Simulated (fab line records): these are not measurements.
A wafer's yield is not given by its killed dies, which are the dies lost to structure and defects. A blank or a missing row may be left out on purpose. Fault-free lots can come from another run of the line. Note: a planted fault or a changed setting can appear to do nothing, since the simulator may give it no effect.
Split-lot study :: flow rit-cmos :: 23 wafers read from 5 lots, route of 202 steps

## THE SPLIT
At RIT_CONTACT_COAT_03 (resist thk 1000 nm), the setting spin-rpm was moved away from the recipe's 3250 rpm on 8 of the 23 wafers read, by -6.0% to +6.5%. For the rest of the wafers, this setting stayed at what the recipe calls for.

## FROM THE SPLIT TO THE READING: what the file shows between them, 3 steps
- RIT_CONTACT_SOFTBAKE_04: time 60 s
- RIT_CONTACT_EXPOSE_05: exposes mask M11, target cd 1000 nm
- RIT_CONTACT_HARDBAKE_10: time 60 s

## THE READING
NOVOLAK_of_CONTACT_COAT_03.thk-nm (the simulator's own value, which no gauge read), in nm, at RIT_CONTACT_ETCH_11 (etches SiO2 in CHF3/CF4/Ar, stops on TiSi2, target depth 480 nm, time 320 s). There is no usual value for it anywhere in the file. Average 771.3 nm, standard deviation 3.3 nm, over the 15 wafers here run with the recipe.

wafer: L075.1
tool, chamber at the split: litho-track-02, 0
spin-rpm as run, rpm: 3101
against the recipe: -4.6%
NOVOLAK_of_CONTACT_COAT_03.thk-nm, nm: 794.5
against lot-mates on the recipe: +27.5

wafer: L075.2
tool, chamber at the split: litho-track-02, 0
spin-rpm as run, rpm: 3250
against the recipe: recipe
NOVOLAK_of_CONTACT_COAT_03.thk-nm, nm: 769.7
against lot-mates on the recipe: -

wafer: L075.4
tool, chamber at the split: litho-track-02, 0
spin-rpm as run, rpm: 3250
against the recipe: recipe
NOVOLAK_of_CONTACT_COAT_03.thk-nm, nm: 764.4
against lot-mates on the recipe: -

wafer: L075.5
tool, chamber at the split: litho-track-02, 0
spin-rpm as run, rpm: 3101
against the recipe: -4.6%
NOVOLAK_of_CONTACT_COAT_03.thk-nm, nm: 789
against lot-mates on the recipe: +22.0

wafer: L075.6
tool, chamber at the split: litho-track-02, 0
spin-rpm as run, rpm: 3101
against the recipe: -4.6%
NOVOLAK_of_CONTACT_COAT_03.thk-nm, nm: 788
against lot-mates on the recipe: +21.0

wafer: L076.2
tool, chamber at the split: litho-track-01, 0
spin-rpm as run, rpm: 3250
against the recipe: recipe
NOVOLAK_of_CONTACT_COAT_03.thk-nm, nm: 769.8
against lot-mates on the recipe: -

wafer: L076.3
tool, chamber at the split: litho-track-01, 0
spin-rpm as run, rpm: 3250
against the recipe: recipe
NOVOLAK_of_CONTACT_COAT_03.thk-nm, nm: 770.1
against lot-mates on the recipe: -

wafer: L076.4
tool, chamber at the split: litho-track-01, 0
spin-rpm as run, rpm: 3461
against the recipe: +6.5%
NOVOLAK_of_CONTACT_COAT_03.thk-nm, nm: 738.8
against lot-mates on the recipe: -31.3

wafer: L076.5
tool, chamber at the split: litho-track-01, 0
spin-rpm as run, rpm: 3461
against the recipe: +6.5%
NOVOLAK_of_CONTACT_COAT_03.thk-nm, nm: 743.9
against lot-mates on the recipe: -26.2

wafer: L076.6
tool, chamber at the split: litho-track-01, 0
spin-rpm as run, rpm: 3250
against the recipe: recipe
NOVOLAK_of_CONTACT_COAT_03.thk-nm, nm: 770.4
against lot-mates on the recipe: -

wafer: L080.1
tool, chamber at the split: litho-track-03, 0
spin-rpm as run, rpm: 3250
against the recipe: recipe
NOVOLAK_of_CONTACT_COAT_03.thk-nm, nm: 774.1
against lot-mates on the recipe: -

wafer: L080.2
tool, chamber at the split: litho-track-03, 0
spin-rpm as run, rpm: 3056
against the recipe: -6.0%
NOVOLAK_of_CONTACT_COAT_03.thk-nm, nm: 806.8
against lot-mates on the recipe: +35.0

wafer: L080.3
tool, chamber at the split: litho-track-03, 0
spin-rpm as run, rpm: 3056
against the recipe: -6.0%
NOVOLAK_of_CONTACT_COAT_03.thk-nm, nm: 798.3
against lot-mates on the recipe: +26.5

wafer: L080.4
tool, chamber at the split: litho-track-03, 0
spin-rpm as run, rpm: 3250
against the recipe: recipe
NOVOLAK_of_CONTACT_COAT_03.thk-nm, nm: 769.5
against lot-mates on the recipe: -

wafer: L080.5
tool, chamber at the split: litho-track-03, 0
spin-rpm as run, rpm: 3056
against the recipe: -6.0%
NOVOLAK_of_CONTACT_COAT_03.thk-nm, nm: 800.6
against lot-mates on the recipe: +28.8

wafer: L082.1
tool, chamber at the split: litho-track-02, 0
spin-rpm as run, rpm: 3250
against the recipe: recipe
NOVOLAK_of_CONTACT_COAT_03.thk-nm, nm: 768.2
against lot-mates on the recipe: -

wafer: L082.3
tool, chamber at the split: litho-track-02, 0
spin-rpm as run, rpm: 3250
against the recipe: recipe
NOVOLAK_of_CONTACT_COAT_03.thk-nm, nm: 770.9
against lot-mates on the recipe: -

wafer: L082.6
tool, chamber at the split: litho-track-02, 0
spin-rpm as run, rpm: 3250
against the recipe: recipe
NOVOLAK_of_CONTACT_COAT_03.thk-nm, nm: 772.9
against lot-mates on the recipe: -

wafer: L084.1
tool, chamber at the split: litho-track-01, 0
spin-rpm as run, rpm: 3250
against the recipe: recipe
NOVOLAK_of_CONTACT_COAT_03.thk-nm, nm: 771.1
against lot-mates on the recipe: -

wafer: L084.2
tool, chamber at the split: litho-track-01, 0
spin-rpm as run, rpm: 3250
against the recipe: recipe
NOVOLAK_of_CONTACT_COAT_03.thk-nm, nm: 775.4
against lot-mates on the recipe: -

wafer: L084.3
tool, chamber at the split: litho-track-01, 0
spin-rpm as run, rpm: 3250
against the recipe: recipe
NOVOLAK_of_CONTACT_COAT_03.thk-nm, nm: 775
against lot-mates on the recipe: -

wafer: L084.5
tool, chamber at the split: litho-track-01, 0
spin-rpm as run, rpm: 3250
against the recipe: recipe
NOVOLAK_of_CONTACT_COAT_03.thk-nm, nm: 778.8
against lot-mates on the recipe: -

wafer: L084.6
tool, chamber at the split: litho-track-01, 0
spin-rpm as run, rpm: 3250
against the recipe: recipe
NOVOLAK_of_CONTACT_COAT_03.thk-nm, nm: 769.8
against lot-mates on the recipe: -

THE FIT
A straight line over all 23 wafers: NOVOLAK_of_CONTACT_COAT_03.thk-nm changes by -4.72 nm for each +1% of spin-rpm; r = -0.97; the points scatter about the line by 3.6 nm.
The same after taking each lot's own level away (the mean of its wafers on the recipe; 23 wafers): -4.81 nm for each +1%; r = -0.98; scatter 2.9 nm.
On that fit, the largest move of spin-rpm shifts the reading by 31 nm.
From 767.05 to 774.02 nm: that is the span of the lots' own levels, equal to 2.1 times the standard deviation above.
Consequently the slope shifts little with the lot-to-lot level, the two slopes agreeing.
Check: for one of the wafers moved furthest among these (+6.5%), held out of the fit, the line's prediction against its lot-mates is -30.5 nm. Against them it came out at -31.3 nm.

## THESE WAFERS: OTHER SPLITS
These wafers also went through other splits before the reading. Each is held against what the fit with the lots' levels taken away leaves over:
other split on the same wafers: RIT_GATE_EXPOSE_13 dose-mj
wafers away from the commonest value: 5
r with NOVOLAK_of_CONTACT_COAT_03.thk-nm (lot level and that fit taken away): +0.06

other split on the same wafers: RIT_NSD_IMPLANT_08 energy-kev
wafers away from the commonest value: 11
r with NOVOLAK_of_CONTACT_COAT_03.thk-nm (lot level and that fit taken away): +0.05

other split on the same wafers: RIT_SILICIDE_SPUTTER_01 time-s
wafers away from the commonest value: 9
r with NOVOLAK_of_CONTACT_COAT_03.thk-nm (lot level and that fit taken away): +0.37

## THE WHOLE CHAIN: every reading that the file lists as answering this split, in the file's order
step: RIT_CONTACT_COAT_03
what it does: resist thk 1000 nm
reading: NOVOLAK_of_CONTACT_COAT_03.thk-nm (the simulator's own value, which no gauge read)
change (the file's fit): -4.94 nm for each +1% of the setting
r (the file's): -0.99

step: RIT_CONTACT_HARDBAKE_10
what it does: time 60 s
reading: NOVOLAK_of_CONTACT_COAT_03.thk-nm (the simulator's own value, which no gauge read)
change (the file's fit): -4.32 nm for each +1% of the setting
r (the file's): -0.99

step: RIT_CONTACT_ETCH_11
what it does: etches SiO2 in CHF3/CF4/Ar, stops on TiSi2, target depth 480 nm, time 320 s
reading: NOVOLAK_of_CONTACT_COAT_03.thk-nm (the simulator's own value, which no gauge read)
change (the file's fit): -4.8 nm for each +1% of the setting
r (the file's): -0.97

## THE FILE'S OWN FIT
NOVOLAK_of_CONTACT_COAT_03.thk-nm changes by -4.8 nm for each +1% of spin-rpm, r = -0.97.
